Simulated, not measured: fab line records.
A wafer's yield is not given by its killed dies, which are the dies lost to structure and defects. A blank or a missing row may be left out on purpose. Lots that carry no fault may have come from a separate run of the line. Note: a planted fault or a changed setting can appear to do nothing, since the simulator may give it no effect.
Problem report, 8D (eight disciplines) form, completed by code / flow berkeley_cmos170 / the parts of the form that need people (team, actions taken, sign-off) are left out

== 1. WHAT IS WRONG ==
Mean ACTIVE_OVL at UCB170_ACTIVE_OVL_MEAS_14: -216 nm over 6 wafers in 2 lots; fault-free wafers: -2 nm, standard deviation 6.7. Relative to the usual mean, that is a shift of -32 standard deviations.
First observed at day 7 11:53: wafer L691.1, on overlay-01. The record holds 42 wafers of 14 lots with a number at this step. By rule, "out" or "out of limits" means more than 4 standard deviations away from the usual mean. Any other wafer with a number is counted as sound.

== 2. WHAT IT IS AND WHAT IT IS NOT ==
question=which readings at this step | is=ACTIVE_OVL | is not=-
question=which lots | is=L691, L696 | is not=L680, L681, L682, L683, L684, L685, L686, L687, L688, L699, L701, L702
question=which wafers of those lots | is=all that have a number | is not=-
question=read on which gauges | is=overlay-01, overlay-02 | is not=-
question=when | is=from day 7 11:53 | is not=up to then (27 sound wafers); but 9 sound wafers of L699, L701, L702 came after

== 3. SUSPECTS, AND WHAT RULES EACH OUT ==
Counting: a tool at any process step up to the reading remains a suspect when it ran all the lots that are out and ran no sound lot after the first of those.
- ruled out: the gauge at UCB170_ACTIVE_OVL_MEAS_14. Those wafers that are out were read across 2 gauges (overlay-01, overlay-02).
- krf_scanner-02 at UCB170_ACTIVE_EXPOSE_10 (exposes mask ACTIVE, target cd 1200 nm): kept. All lots that are out passed through it, beginning with L691 at day 7 11:05, and no sound lot followed; its final sound lot before that point was L684 at day 5 12:56.
After counting, what remains is krf_scanner-02 at UCB170_ACTIVE_EXPOSE_10.

== 4. THE CAUSE (what the simulator had put in) ==
Scanner matching overlay: krf_scanner-02, from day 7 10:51 on, at UCB170_ACTIVE_EXPOSE_10. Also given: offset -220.
Counting left only this tool.

== 5. THE CHAIN OF EFFECTS, in route order ==
Each row: a reading whose mean over the struck wafers that have a number lies more than 3 standard deviations from the usual. Scope: only readings with a usual standard deviation given in the record; hours: median across lots of the time from each lot's start at the first step in this table that gives one to its start at this step; sigmas: change in usual standard deviations.
hours=0; step=UCB170_ACTIVE_OVL_MEAS_14; reading=ACTIVE_OVL; usual=-2 nm; on struck wafers=-216; change=-214; sigmas=-32
Later measuring or inspecting steps at which every struck wafer that the step has a row for has a number for every such reading, and none has moved that far: UCB170_PFIELD_TW_MEAS_09.

== 6. WHAT WOULD HAVE CAUGHT IT SOONER ==
In this record the first reading out of limits at a measuring or inspecting step was taken at day 7 11:53, 1 hour after the fault began at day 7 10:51.
Of the lots that are out (2), L696 began UCB170_ACTIVE_EXPOSE_10 on krf_scanner-02 after day 7 11:53. It would have been spared by a hold on the tool at that moment.
